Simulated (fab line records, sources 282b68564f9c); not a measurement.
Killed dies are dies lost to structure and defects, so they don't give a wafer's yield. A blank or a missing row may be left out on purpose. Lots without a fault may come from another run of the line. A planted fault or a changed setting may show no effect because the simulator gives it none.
A struck lot beside a sound one | flow rit_cmos | 18 steps out of a route of 202
Sound: wafers L756.2, L756.3, L756.5. Struck: wafers L761.3, L761.4, L761.5. The cause comes at the end.
At each step with rows: each side's tool, then ch and its chambers, then its first start. Under that, the readings that differ: sound wafers | struck wafers | difference of the means | sigmas: that difference in standard deviations of wafers without a fault.
alike: readings whose means differ by less than 2 such deviations, and words and numbers that are the same on both sides. not compared: withheld readings, readings that some wafer has no value for, bounds like >300 that may hide the same value, and numbers for which the record gives no deviation and whose values overlap.
The two part at a step that has a row with sigmas, a row that says differs or no value, or rows on one side only. Numbers that don't overlap but have no deviation are shown without sigmas and don't part them. A reading that every wafer of one side lacks parts them only if that side has two wafers or more.

first, 4 steps without rows for these wafers: RIT_NLDD_SOFTBAKE_02 (time 60 s); RIT_NLDD_EXPOSE_03 (exposes mask M7, target cd 40700 nm); RIT_NLDD_PEB_04; RIT_NLDD_DEVELOP_05 (develop time 50 s).
RIT_NLDD_OVL_MEAS_06:
  sound on overlay-02, day 3 03:44; struck on overlay-02, day 4 04:50
  alike: NLDD_OVL
then, 2 steps without rows for these wafers: RIT_NLDD_HARDBAKE_07 (time 60 s); RIT_NLDD_IMPLANT_08.
RIT_NLDD_STRIP_09: strips in O2, time 180 s.
  sound on plasma_asher-01 ch 1, day 3 04:04; struck on plasma_asher-04 ch 0,1, day 4 05:13
  reading                     | sound       | struck      | difference | sigmas
  drypump_motor_current_A (A) | 6.3 6.3 6.3 | 5.7 5.5 5.5 | -0.7       | -2
  alike: chamber_pressure_mTorr
  not compared: rf_hours_counter_h
RIT_NLDD_TW_MEAS_10:
  sound on film_metro-04, day 3 04:14; struck on film_metro-04, day 4 05:21
  alike: NLDD_TW
then, 3 steps without rows for these wafers: RIT_PLDD_HMDS_00 (prime time 60 s); RIT_PLDD_COAT_01 (resist thk 1000 nm); RIT_PLDD_SOFTBAKE_02 (time 60 s).
RIT_PLDD_EXPOSE_03: exposes mask M8, target cd 40900 nm.
  sound on iline_stepper-01 ch 0, day 3 04:46; struck on iline_stepper-02 ch 0, day 4 06:01
  reading                      | sound                   | struck            | difference | sigmas
  model.PLDD.overlay_x_nm (nm) | -0.4252 -0.4252 -0.4252 | 129.8 129.8 129.8 | +130.2     |
  alike: mask
then, 2 steps without rows for these wafers: RIT_PLDD_PEB_04; RIT_PLDD_DEVELOP_05 (develop time 50 s).
RIT_PLDD_OVL_MEAS_06:
  sound on overlay-01, day 3 05:09; struck on overlay-01, day 4 06:23
  reading       | sound         | struck            | difference | sigmas
  PLDD_OVL (nm) | -1.6 -2.0 0.3 | 131.2 129.5 129.0 | +131.0     | +99 or more
then, 1 step without rows for these wafers: RIT_PLDD_HARDBAKE_07 (time 60 s).
RIT_M1_PROBE_99:
  sound on prober-02, day 3 19:44; struck on prober-02, day 4 21:42
  reading                        | sound          | struck         | difference | sigmas
  model.etest.pldd.width_nm (nm) | 3198 3202 3166 | 3124 3139 3131 | -57        |
  alike: killed_at_contacts, killed_at_front_end, killed_dies, killed_open, killed_short

WHERE THEY PART
First at RIT_NLDD_STRIP_09; last, within this record, at RIT_PLDD_OVL_MEAS_06. Later steps at which nothing parts them and some readings are alike: RIT_M1_PROBE_99.

WHY: what the simulator had put in
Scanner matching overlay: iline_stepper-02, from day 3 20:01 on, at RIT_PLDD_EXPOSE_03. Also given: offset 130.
